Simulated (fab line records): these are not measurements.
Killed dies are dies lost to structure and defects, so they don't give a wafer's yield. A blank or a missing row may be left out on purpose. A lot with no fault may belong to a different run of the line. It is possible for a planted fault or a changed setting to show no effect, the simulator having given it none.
Which tool is to blame? :: flow rit_cmos :: 13 lots with 39 wafers sampled at 2 steps, on a route of 202 steps

## WHAT EACH GAUGE READ, for each wafer
The record holds no reading of a measuring or inspecting step that can be judged against a usual standard deviation.

## EACH LOT AND THE TOOL THAT RAN IT (in order: tool; ch and the chambers of the sampled wafers; start)
lot: L878
RIT_PSD_STRIP_09: plasma_asher-01 ch 0,1, day 3 04:23
RIT_M1_PROBE_99: prober-02, day 3 12:46

lot: L879
RIT_PSD_STRIP_09: plasma_asher-03 ch 0,1, day 3 11:13
RIT_M1_PROBE_99: prober-01, day 3 19:29

lot: L882
RIT_PSD_STRIP_09: plasma_asher-03 ch 0,1, day 4 01:40
RIT_M1_PROBE_99: prober-01, day 4 09:59

lot: L883
RIT_PSD_STRIP_09: plasma_asher-03 ch 0,1, day 4 08:34
RIT_M1_PROBE_99: prober-02, day 4 16:46

lot: L884
RIT_PSD_STRIP_09: plasma_asher-01 ch 0,1, day 4 10:26
RIT_M1_PROBE_99: prober-01, day 4 18:32

lot: L885
RIT_PSD_STRIP_09: plasma_asher-02 ch 0,1, day 4 15:14
RIT_M1_PROBE_99: prober-02, day 4 23:29

lot: L886
RIT_PSD_STRIP_09: plasma_asher-03 ch 0,1, day 4 23:37
RIT_M1_PROBE_99: prober-01, day 5 07:42

lot: L888
RIT_PSD_STRIP_09: plasma_asher-03 ch 0,1, day 5 09:37
RIT_M1_PROBE_99: prober-02, day 5 17:59

lot: L890
RIT_PSD_STRIP_09: plasma_asher-01 ch 0,1, day 5 19:40
RIT_M1_PROBE_99: prober-01, day 6 04:13

lot: L894
RIT_PSD_STRIP_09: plasma_asher-02 ch 0,1, day 6 13:40
RIT_M1_PROBE_99: prober-01, day 6 21:38

lot: L896
RIT_PSD_STRIP_09: plasma_asher-02 ch 0,1, day 6 20:53
RIT_M1_PROBE_99: prober-01, day 7 05:04

lot: L899
RIT_PSD_STRIP_09: plasma_asher-03 ch 0,1, day 7 11:58
RIT_M1_PROBE_99: prober-02, day 7 20:22

lot: L901
RIT_PSD_STRIP_09: plasma_asher-03 ch 0,1, day 7 23:08
RIT_M1_PROBE_99: prober-02, day 8 07:41
- RIT_PSD_STRIP_09: strips in O2, time 180 s.
- RIT_M1_PROBE_99

## WHAT THE TOOLS THEMSELVES READ (means of the sampled wafers that have a number; where no wafer has one, the mark that the record gives instead)
RIT_PSD_STRIP_09.
lot: L878
tool: plasma_asher-01
drypump_motor_current_A (A): 5.5
run_length_s (s): 208.4

lot: L879
tool: plasma_asher-03
drypump_motor_current_A (A): 5.6
run_length_s (s): 208.7

lot: L882
tool: plasma_asher-03
drypump_motor_current_A (A): 5.6
run_length_s (s): 208.6

lot: L883
tool: plasma_asher-03
drypump_motor_current_A (A): 5.6
run_length_s (s): 208.5

lot: L884
tool: plasma_asher-01
drypump_motor_current_A (A): 5.1
run_length_s (s): 208.4

lot: L885
tool: plasma_asher-02
drypump_motor_current_A (A): 5.7
run_length_s (s): 208.1

lot: L886
tool: plasma_asher-03
drypump_motor_current_A (A): 5.6
run_length_s (s): 208.5

lot: L888
tool: plasma_asher-03
drypump_motor_current_A (A): 5.6
run_length_s (s): 208.3

lot: L890
tool: plasma_asher-01
drypump_motor_current_A (A): 5.5
run_length_s (s): 117.1

lot: L894
tool: plasma_asher-02
drypump_motor_current_A (A): 5.3
run_length_s (s): 208.1

lot: L896
tool: plasma_asher-02
drypump_motor_current_A (A): 5.7
run_length_s (s): 207.8

lot: L899
tool: plasma_asher-03
drypump_motor_current_A (A): 5.6
run_length_s (s): 208.4

lot: L901
tool: plasma_asher-03
drypump_motor_current_A (A): 5.6
run_length_s (s): 208.7

RIT_M1_PROBE_99.
lot: L878
tool: prober-02
killed_at_contacts: 0.0
killed_at_front_end: 9.0
killed_dies: 9.0
killed_on_rim: 3.7
killed_open: 4.0
killed_short: 5.0

lot: L879
tool: prober-01
killed_at_contacts: 0.0
killed_at_front_end: 7.7
killed_dies: 7.7
killed_on_rim: 1.3
killed_open: 4.3
killed_short: 3.3

lot: L882
tool: prober-01
killed_at_contacts: 0.0
killed_at_front_end: 7.7
killed_dies: 7.7
killed_on_rim: 3.0
killed_open: 3.3
killed_short: 4.3

lot: L883
tool: prober-02
killed_at_contacts: 1.0
killed_at_front_end: 7.0
killed_dies: 8.0
killed_on_rim: 2.3
killed_open: 5.3
killed_short: 2.7

lot: L884
tool: prober-01
killed_at_contacts: 0.0
killed_at_front_end: 7.7
killed_dies: 7.7
killed_on_rim: 2.3
killed_open: 2.7
killed_short: 5.0

lot: L885
tool: prober-02
killed_at_contacts: 0.0
killed_at_front_end: 6.0
killed_dies: 6.0
killed_on_rim: 2.3
killed_open: 3.7
killed_short: 2.3

lot: L886
tool: prober-01
killed_at_contacts: 0.0
killed_at_front_end: 7.7
killed_dies: 7.7
killed_on_rim: 2.0
killed_open: 4.7
killed_short: 3.0

lot: L888
tool: prober-02
killed_at_contacts: 0.3
killed_at_front_end: 9.3
killed_dies: 9.7
killed_on_rim: 3.0
killed_open: 4.3
killed_short: 5.0

lot: L890
tool: prober-01
killed_at_contacts: 0.0
killed_at_front_end: 264.0
killed_dies: 264.0
killed_on_rim: 70.0
killed_open: 4.0
killed_short: 2.7

lot: L894
tool: prober-01
killed_at_contacts: 0.0
killed_at_front_end: 9.7
killed_dies: 9.7
killed_on_rim: 2.7
killed_open: 4.7
killed_short: 5.0

lot: L896
tool: prober-01
killed_at_contacts: 0.0
killed_at_front_end: 7.7
killed_dies: 7.7
killed_on_rim: 1.3
killed_open: 5.0
killed_short: 2.7

lot: L899
tool: prober-02
killed_at_contacts: 0.3
killed_at_front_end: 3.3
killed_dies: 3.7
killed_on_rim: 0.3
killed_open: 1.3
killed_short: 2.3

lot: L901
tool: prober-02
killed_at_contacts: 0.3
killed_at_front_end: 12.0
killed_dies: 12.3
killed_on_rim: 4.0
killed_open: 5.0
killed_short: 7.3

## THE ANSWER, worked out from the rows above alone
Rule: what is usual is taken from the lots themselves. Put in order of their means at a reading, lots are off if they are a third of the lots or fewer, leave a main group of 4 or more, and stand apart from it by a gap of 3 or more times the standard deviation of the main group's means; of several such gaps the widest counts. A main group whose means are all the same, to the digits that the tables above print for the reading, isn't used. Also off: a lot with no number at a reading for which 4 or more lots have one. All remaining lots with rows at the step are treated as sound. The gauges are gone through in route order, then the tools' own readings, and for those a lot's mean is taken as printed above. At the first step where some lot is off, the reading lying furthest off is the one used; lots without a number count as furthest.
Off, at RIT_PSD_STRIP_09 on run_length_s: L890. The main group has a mean of 208.4 s with a standard deviation of 0.26.
A tool fits if, at that step or a process step before it, it ran every lot that is off, and no sound lot after the first of them. One fits: plasma_asher-01 at RIT_PSD_STRIP_09. Its last sound lot is L884 (day 4 10:26), its first lot that is off L890 (day 5 19:40): a fault that began between those two fits.
On the lots that are off, the tool's own readings at RIT_PSD_STRIP_09 differ by more than 5 times the standard deviation of the sound lots' means, which bears it out; run_length_s reads 117.1 s there versus 208.4 s on the sound lots.

## WHAT THE SIMULATOR PUT IN
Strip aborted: plasma_asher-01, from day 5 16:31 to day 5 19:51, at RIT_PSD_STRIP_09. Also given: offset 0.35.
Struck lots among those shown: L890. The rule above reached the same finding.
